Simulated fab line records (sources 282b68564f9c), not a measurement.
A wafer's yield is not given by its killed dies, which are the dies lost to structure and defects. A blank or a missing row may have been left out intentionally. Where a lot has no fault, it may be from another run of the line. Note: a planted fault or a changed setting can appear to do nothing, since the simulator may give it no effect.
Matching of chambers :: flow rit-cmos :: 4 sister chambers for RIT_SILICIDE_WET_ETCH_00 on wet-bench-01
The step etches SiO2 in BOE, target depth 14 nm, time 15 s. 8 wafers are shown with their chamber, then 7 later ones without.

WAFERS WITH THEIR CHAMBER
wafer: L867.4
chamber: 1
temp-c (C): 21.45
bath-heat-duty-pct (%): 2.0

wafer: L867.6
chamber: 1
temp-c (C): 21.44
bath-heat-duty-pct (%): 1.8

wafer: L871.5
chamber: 2
temp-c (C): 21.54
bath-heat-duty-pct (%): 2.1

wafer: L871.6
chamber: 2
temp-c (C): 21.53
bath-heat-duty-pct (%): 2.1

wafer: L872.3
chamber: 3
temp-c (C): 21.43
bath-heat-duty-pct (%): 1.7

wafer: L872.6
chamber: 3
temp-c (C): 21.45
bath-heat-duty-pct (%): 2.2

wafer: L876.2
chamber: 0
temp-c (C): 21.47
bath-heat-duty-pct (%): 1.3

wafer: L876.3
chamber: 0
temp-c (C): 21.55
bath-heat-duty-pct (%): 1.6

WAFERS MISSING THEIR CHAMBER
wafer: L876.4
temp-c (C): 21.53
bath-heat-duty-pct (%): 1.4

wafer: L884.1
temp-c (C): 21.60
bath-heat-duty-pct (%): 1.8

wafer: L884.2
temp-c (C): 21.35
bath-heat-duty-pct (%): 2.4

wafer: L884.4
temp-c (C): 21.54
bath-heat-duty-pct (%): 2.3

wafer: L888.2
temp-c (C): 21.58
bath-heat-duty-pct (%): 1.9

wafer: L888.4
temp-c (C): 21.34
bath-heat-duty-pct (%): 1.3

wafer: L888.6
temp-c (C): 21.49
bath-heat-duty-pct (%): 1.7

WHICH CHAMBER EACH ONE RAN IN
wafer: L876.4
from the rows above: 0
in truth: 0

wafer: L884.1
from the rows above: can't be placed: 2 or 0
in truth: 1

wafer: L884.2
from the rows above: can't be placed: 3 or 1
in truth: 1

wafer: L884.4
from the rows above: 2
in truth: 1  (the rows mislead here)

wafer: L888.2
from the rows above: can't be placed: 2 or 0
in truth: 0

wafer: L888.4
from the rows above: can't be placed: 1 or 3 or 0
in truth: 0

wafer: L888.6
from the rows above: can't be placed: 0 or 1 or 3 or 2
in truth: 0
Placed correctly: 1 of 7. Not placeable from these rows: 5 (in 4, the candidates include the true chamber). Wrongly placed: 1.
How it was worked out, from the rows above alone: a wafer's distance from a chamber is the root of the sum, over the readings, of the square of ((its reading less the chamber's mean) divided by the reading's scatter). If the next closest chamber is less than 2 further off than the closest, the wafer can't be placed; otherwise it belongs to the closest. A chamber's mean is the mean of its shown wafers. The scatter: take each reading less its chamber's mean, square it, sum over the shown wafers, divide by the number of wafers less the number of chambers, and take the root.
